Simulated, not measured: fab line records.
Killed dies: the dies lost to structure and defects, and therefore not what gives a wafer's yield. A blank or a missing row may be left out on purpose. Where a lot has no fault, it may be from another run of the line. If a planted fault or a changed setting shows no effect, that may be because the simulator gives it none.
Which tool is to blame? + flow berkeley cmos170 + Sampling: 7 lots, 21 wafers, 2 of 331 route steps

== WHAT THE GAUGES READ, wafer by wafer ==
UCB170_SDANNEAL_RS_MEAS_02: the measuring method here is four-point-probe.
| lot  | measured     | on            | PSD_RS (ohm/sq)   |
|------|--------------|---------------|-------------------|
| L694 | day 8 14:32  | film metro-02 | 75.17 75.15 74.94 |
| L698 | day 9 10:14  | film metro-02 | 75.39 75.49 75.81 |
| L704 | day 10 10:14 | film metro-04 | 76.13 75.62 75.85 |
| L709 | day 11 06:10 | film metro-04 | 75.20 75.19 75.33 |
| L713 | day 12 08:50 | film metro-04 | 76.07 75.98 75.89 |
| L712 | day 12 09:23 | film metro-02 | 75.65 75.46 75.47 |
| L714 | day 12 09:52 | film metro-02 | 75.48 75.36 75.09 |

== WHICH TOOL RAN EACH LOT (tool, then ch and the chambers of the sampled wafers, then the start) ==
| lot  | UCB170_SDANNEAL_RTA_01           |
|------|----------------------------------|
| L694 | rtp anneal-01 ch 0, day 8 14:28  |
| L698 | rtp anneal-02 ch 0, day 9 10:10  |
| L704 | rtp anneal-02 ch 0, day 10 10:07 |
| L709 | rtp anneal-02 ch 0, day 11 06:05 |
| L713 | rtp anneal-02 ch 0, day 12 08:46 |
| L712 | rtp anneal-02 ch 0, day 12 09:20 |
| L714 | rtp anneal-02 ch 0, day 12 09:48 |
- UCB170_SDANNEAL_RTA_01: time 5 s.

== THE ANSWER, worked out from the rows above alone ==
Rule: the lots themselves supply what counts as usual. The widest of any qualifying gaps counts: lots, ordered by their means at a reading, are off when they make up no more than a third of the lots, leave a main group of 4 or more, and stand apart from it by 3 or more times the standard deviation of that group's means. The tables above print the reading to a certain number of digits; a main group whose means all agree to those digits is not used. A lot without any number at a reading at which 4 lots or more have one is off too. Any other lot the step has rows for is counted as sound.
Across all readings shown, no lot is off: no conclusion can be drawn from this.

== WHAT THE SIMULATOR HAD PUT IN ==
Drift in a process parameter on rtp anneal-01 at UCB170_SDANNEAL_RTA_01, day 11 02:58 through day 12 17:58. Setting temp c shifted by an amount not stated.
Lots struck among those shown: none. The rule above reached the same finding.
